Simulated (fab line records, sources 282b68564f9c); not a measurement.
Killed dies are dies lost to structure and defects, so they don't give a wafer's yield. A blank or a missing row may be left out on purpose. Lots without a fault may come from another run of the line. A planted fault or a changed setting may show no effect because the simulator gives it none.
A struck lot beside a sound one | flow rit_cmos | 33 steps out of a route of 202
Sound: wafers L354.2, L354.5, L354.6. Struck: wafers L364.1, L364.4, L364.6. The cause comes at the end.
At each step with rows: each side's tool, then ch and its chambers, then its first start. Under that, the readings that differ: sound wafers | struck wafers | difference of the means | sigmas: that difference in standard deviations of wafers without a fault.
alike: readings whose means differ by less than 2 such deviations, and words and numbers that are the same on both sides. not compared: withheld readings, readings that some wafer has no value for, bounds like >300 that may hide the same value, and numbers for which the record gives no deviation and whose values overlap.
The two part at a step that has a row with sigmas, a row that says differs or no value, or rows on one side only. Numbers that don't overlap but have no deviation are shown without sigmas and don't part them. A reading that every wafer of one side lacks parts them only if that side has two wafers or more.

first, 1 step without rows for these wafers: RIT_PWELL_DEVELOP_05 (develop time 68 s).
RIT_PWELL_OVL_MEAS_06:
  sound on overlay-01, day 2 15:18; struck on overlay-02, day 4 16:29
  alike: PWELL_OVL
then, 2 steps without rows for these wafers: RIT_PWELL_HARDBAKE_07 (time 120 s); RIT_PWELL_IMPLANT_08.
RIT_PWELL_STRIP_09: strips in O2, time 180 s.
  sound on plasma_asher-04 ch 0,1, day 2 15:44; struck on plasma_asher-03 ch 1, day 4 16:56
  reading                        | sound          | struck         | difference | sigmas
  chamber_pressure_mTorr (mTorr) | 3999 4003 3983 | 4004 4003 4004 | +9         | +2
  alike: drypump_motor_current_A
  not compared: rf_hours_counter_h
RIT_PWELL_TW_MEAS_10:
  sound on film_metro-03, day 2 15:55; struck on film_metro-01, day 4 17:06
  alike: PWELL_TW
then, 1 step without rows for these wafers: RIT_WELLDRIVE_ANNEAL_00 (time 14700 s).
RIT_WELLDRIVE_RS_MEAS_01: measures by four-point-probe.
  sound on film_metro-03, day 2 23:53; struck on film_metro-01, day 4 23:09
  alike: NWELL_RS
RIT_WELLDRIVE_RS_MEAS_02: measures by four-point-probe.
  sound on film_metro-03, day 3 00:00; struck on film_metro-01, day 4 23:16
  alike: PWELL_RS
then, 3 steps without rows for these wafers: RIT_NRETRO_HMDS_00 (prime time 60 s); RIT_NRETRO_COAT_01 (resist thk 1300 nm); RIT_NRETRO_SOFTBAKE_02 (time 60 s).
RIT_NRETRO_EXPOSE_03: exposes mask M4, target cd 43900 nm.
  sound on iline_stepper-02 ch 0, day 3 00:34; struck on iline_stepper-02 ch 0, day 4 23:50
  reading | sound          | struck         | difference | sigmas
  mask    | M4#0 M4#0 M4#0 | M5#0 M5#0 M5#0 | differs    |
  alike: focus_offset_nm
then, 2 steps without rows for these wafers: RIT_NRETRO_PEB_04; RIT_NRETRO_DEVELOP_05 (develop time 68 s).
RIT_NRETRO_OVL_MEAS_06:
  sound on overlay-01, day 3 00:59; struck on overlay-01, day 5 00:16
  reading         | sound          | struck | difference                    | sigmas
  NRETRO_OVL (nm) | -3.1 -3.7 -2.6 | - - -  | no value on the struck wafers |
then, 2 steps without rows for these wafers: RIT_NRETRO_HARDBAKE_07 (time 120 s); RIT_NRETRO_IMPLANT_08.
RIT_NRETRO_STRIP_09: strips in O2, time 180 s.
  sound on plasma_asher-03 ch 0,1, day 3 01:29; struck on plasma_asher-04 ch 0, day 5 00:43
  reading                     | sound       | struck      | difference | sigmas
  drypump_motor_current_A (A) | 5.2 5.2 5.3 | 5.9 5.9 5.9 | +0.7       | +2
  alike: chamber_pressure_mTorr
  not compared: rf_hours_counter_h
RIT_NRETRO_TW_MEAS_10:
  sound on film_metro-03, day 3 01:40; struck on film_metro-02, day 5 00:53
  reading   | sound          | struck   | difference | sigmas
  NRETRO_TW | 1043 1044 1043 | 30 30 30 | -1013      | -99 or more
then, 6 steps without rows for these wafers: RIT_PRETRO_HMDS_00 (prime time 60 s); RIT_PRETRO_COAT_01 (resist thk 1300 nm); RIT_PRETRO_SOFTBAKE_02 (time 60 s); RIT_PRETRO_EXPOSE_03 (exposes mask M5, target cd 43700 nm); RIT_PRETRO_PEB_04; RIT_PRETRO_DEVELOP_05 (develop time 68 s).
RIT_PRETRO_OVL_MEAS_06:
  sound on overlay-02, day 3 02:37; struck on overlay-01, day 5 01:49
  alike: PRETRO_OVL
then, 2 steps without rows for these wafers: RIT_PRETRO_HARDBAKE_07 (time 120 s); RIT_PRETRO_IMPLANT_08.
RIT_PRETRO_STRIP_09: strips in O2, time 180 s.
  sound on plasma_asher-02 ch 0,1, day 3 03:02; struck on plasma_asher-01 ch 0,1, day 5 02:16
  alike: chamber_pressure_mTorr, drypump_motor_current_A
  not compared: rf_hours_counter_h
RIT_PRETRO_TW_MEAS_10:
  sound on film_metro-04, day 3 03:13; struck on film_metro-03, day 5 02:26
  reading   | sound       | struck         | difference | sigmas
  PRETRO_TW | 472 472 476 | 1074 1073 1069 | +599       | +99 or more
then, 1 step without rows for these wafers: RIT_GATE_WET_ETCH_00 (etches SiO2 in BOE, target depth 56 nm, time 62.62 s).
RIT_M1_PROBE_99:
  sound on prober-02, day 4 07:58; struck on prober-01, day 6 04:43
  reading             | sound  | struck      | difference | sigmas
  killed_at_front_end | 4 12 5 | 264 264 264 | +257       | +99
  killed_dies         | 4 12 5 | 264 264 264 | +257       | +99
  killed_on_rim       | 1 6 1  | 70 70 70    | +67        | +52
  alike: killed_open, killed_short

WHERE THEY PART
First at RIT_PWELL_STRIP_09; last, within this record, at RIT_M1_PROBE_99.

WHY: what the simulator had put in
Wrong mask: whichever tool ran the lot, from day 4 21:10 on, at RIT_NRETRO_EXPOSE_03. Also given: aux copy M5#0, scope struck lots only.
